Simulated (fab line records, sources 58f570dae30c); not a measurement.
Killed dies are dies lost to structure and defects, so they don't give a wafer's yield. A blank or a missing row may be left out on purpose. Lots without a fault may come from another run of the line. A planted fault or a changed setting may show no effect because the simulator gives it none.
Problem report in the 8D (eight disciplines) form, filled by code | flow berkeley_cmos170 | the parts of the form that need people (team, actions taken, sign-off) are left out

1. THE PROBLEM
oes_product_au at UCB170_M3_ETCH_17 reads a mean of 0.810 a.u. on 9 wafers of 3 lots; wafers without a fault read 0.990 a.u. with a standard deviation of 0.017. That is -11 standard deviations from the usual mean.
The step: etches BARC in N2/H2.
First seen on wafer L796.2, day 10 15:35, on rie_diel-04. The record holds 45 wafers of 15 lots with a number at this step. Rule for "out", or "out of limits": more than 4 standard deviations from the usual mean. The other wafers with a number count as sound.

2. WHAT IT IS AND WHAT IT IS NOT
question                    | is                     | is not
which readings at this step | oes_product_au         | drypump_motor_current_A, throttle_valve_pct
which lots                  | L795, L796, L798       | L779, L780, L781, L782, L783, L784, L785, L787, L788, L789, L791, L793
which wafers of those lots  | all that have a number | -
read on which tools         | rie_diel-04            | rie_diel-02, rie_diel-03
when                        | from day 10 15:35      | up to then (36 sound wafers)

3. SUSPECTS, AND WHAT RULES EACH OUT
Counting: a tool at a process step up to the reading stays a suspect if it ran every lot that is out and no sound lot after the first of them.
- rie_diel-04 at UCB170_M3_ETCH_17 (etches BARC in N2/H2): kept. It ran every lot that is out, first L796 (day 10 15:35), and no sound lot after that; its last sound lot up to then is L789 (day 9 13:14). Its own readings are out on those wafers: oes_product_au.
Left after counting: rie_diel-04 at UCB170_M3_ETCH_17.

4. THE CAUSE (what the simulator had put in)
Process parameter drift: rie_diel-04, from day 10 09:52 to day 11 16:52, at UCB170_M3_ETCH_17. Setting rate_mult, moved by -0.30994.
Counting left only this tool.

5. THE CHAIN OF EFFECTS, in route order
Each row: a reading whose mean over the struck wafers that have a number lies more than 3 standard deviations from the usual. Only readings for which the record gives a usual standard deviation are gone through. hours: the time from each lot's start at the first step in this table that gives one to its start at this step, as a median over the lots. sigmas: the change in usual standard deviations.
hours | step              | reading        | usual      | on struck wafers | change | sigmas
0     | UCB170_M3_ETCH_17 | oes_product_au | 0.990 a.u. | 0.810            | -0.180 | -11
The process steps in it:
- UCB170_M3_ETCH_17: etches BARC in N2/H2.

6. WHAT WOULD HAVE CAUGHT IT SOONER
In this record the first reading out of limits was taken at day 10 15:35, 6 hours after the fault began at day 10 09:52.
